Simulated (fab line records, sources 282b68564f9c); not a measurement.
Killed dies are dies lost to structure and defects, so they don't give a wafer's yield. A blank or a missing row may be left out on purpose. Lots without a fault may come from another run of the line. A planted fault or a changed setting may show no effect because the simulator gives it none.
Split-lot experiment | flow rit_cmos | 5 lots, 23 wafers read, on a route of 202 steps

THE SPLIT
At RIT_ACTIVE_COAT_06 (resist thk 1000 nm), the setting spin_rpm was moved away from the recipe's 3250 rpm on 6 of the 23 wafers read, by -4.3% to +2.1%. The other wafers ran this setting at the recipe's value.

FROM THE SPLIT TO THE READING: what the file shows between them, 3 steps
- RIT_ACTIVE_SOFTBAKE_07: time 60 s
- RIT_ACTIVE_EXPOSE_08: exposes mask M1, target cd 1400 nm
- RIT_ACTIVE_DEVELOP_10: develop time 50 s

THE READING
NOVOLAK_of_ACTIVE_COAT_06.thk_nm (the simulator's own value, which no gauge read), in nm, at RIT_ACTIVE_HARDBAKE_12 (time 60 s). The file gives no usual value for it. The 17 wafers here that ran the recipe average 882.6 nm, standard deviation 2.1 nm.

wafer  | tool, chamber at the split | spin_rpm as run, rpm | against the recipe | NOVOLAK_of_ACTIVE_COAT_06.thk_nm, nm | against lot-mates on the recipe
L074.1 | litho_track-01, 0          | 3111                 | -4.3%              | 899.6                                | +16.7
L074.3 | litho_track-01, 0          | 3111                 | -4.3%              | 903                                  | +20.1
L074.4 | litho_track-01, 0          | 3111                 | -4.3%              | 900                                  | +17.1
L074.5 | litho_track-01, 0          | 3250                 | recipe             | 883.1                                | -
L074.6 | litho_track-01, 0          | 3250                 | recipe             | 882.7                                | -
L078.3 | litho_track-03, 0          | 3250                 | recipe             | 880                                  | -
L078.4 | litho_track-03, 0          | 3250                 | recipe             | 881.3                                | -
L078.5 | litho_track-03, 0          | 3250                 | recipe             | 879.5                                | -
L079.1 | litho_track-01, 0          | 3250                 | recipe             | 885.8                                | -
L079.2 | litho_track-01, 0          | 3250                 | recipe             | 885.9                                | -
L079.3 | litho_track-01, 0          | 3250                 | recipe             | 884.4                                | -
L079.4 | litho_track-01, 0          | 3250                 | recipe             | 885.5                                | -
L079.5 | litho_track-01, 0          | 3250                 | recipe             | 881.2                                | -
L081.1 | litho_track-03, 0          | 3250                 | recipe             | 881                                  | -
L081.3 | litho_track-03, 0          | 3319                 | +2.1%              | 872.4                                | -7.5
L081.4 | litho_track-03, 0          | 3319                 | +2.1%              | 871.1                                | -8.8
L081.5 | litho_track-03, 0          | 3250                 | recipe             | 878.8                                | -
L081.6 | litho_track-03, 0          | 3319                 | +2.1%              | 870.1                                | -9.8
L082.1 | litho_track-04, 0          | 3250                 | recipe             | 881.6                                | -
L082.3 | litho_track-04, 0          | 3250                 | recipe             | 883.4                                | -
L082.4 | litho_track-04, 0          | 3250                 | recipe             | 884.7                                | -
L082.5 | litho_track-04, 0          | 3250                 | recipe             | 883.6                                | -
L082.6 | litho_track-04, 0          | 3250                 | recipe             | 881.4                                | -

THE FIT
A straight line over all 23 wafers: NOVOLAK_of_ACTIVE_COAT_06.thk_nm changes by -4.52 nm for each +1% of spin_rpm; r = -0.97; the points scatter about the line by 2.2 nm.
The same after taking each lot's own level away (the mean of its wafers on the recipe; 23 wafers): -4.18 nm for each +1%; r = -0.98; scatter 1.3 nm.
On that fit, the largest move of spin_rpm shifts the reading by 18 nm.
The lots' own levels span 879.90 to 884.56 nm, that is 2.2 times the standard deviation above.
So the lot-to-lot level changes the slope little: the two slopes agree.
Check: with one of the wafers moved furthest among these (-4.3%) left out of the fit, the line predicts +18.4 nm for it against its lot-mates. It came out at +16.7 nm against them.

OTHER SPLITS ON THESE WAFERS
These wafers also went through other splits before the reading. Each is held against what the fit with the lots' levels taken away leaves over:
other split on the same wafers | wafers away from the commonest value | r with NOVOLAK_of_ACTIVE_COAT_06.thk_nm (lot level and that fit taken away)
RIT_ACTIVE_CVD_03 temp_c       | 15                                   | -0.01

THE WHOLE CHAIN: every reading that the file lists as answering this split, in the file's order
step                   | what it does       | reading                                                                           | change (the file's fit)              | r (the file's)
RIT_ACTIVE_COAT_06     | resist thk 1000 nm | NOVOLAK_of_ACTIVE_COAT_06.thk_nm (the simulator's own value, which no gauge read) | -4.79 nm for each +1% of the setting | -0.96
RIT_ACTIVE_HARDBAKE_12 | time 60 s          | NOVOLAK_of_ACTIVE_COAT_06.thk_nm (the simulator's own value, which no gauge read) | -4.19 nm for each +1% of the setting | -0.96

THE FILE'S OWN FIT
NOVOLAK_of_ACTIVE_COAT_06.thk_nm changes by -4.19 nm for each +1% of spin_rpm, r = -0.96.
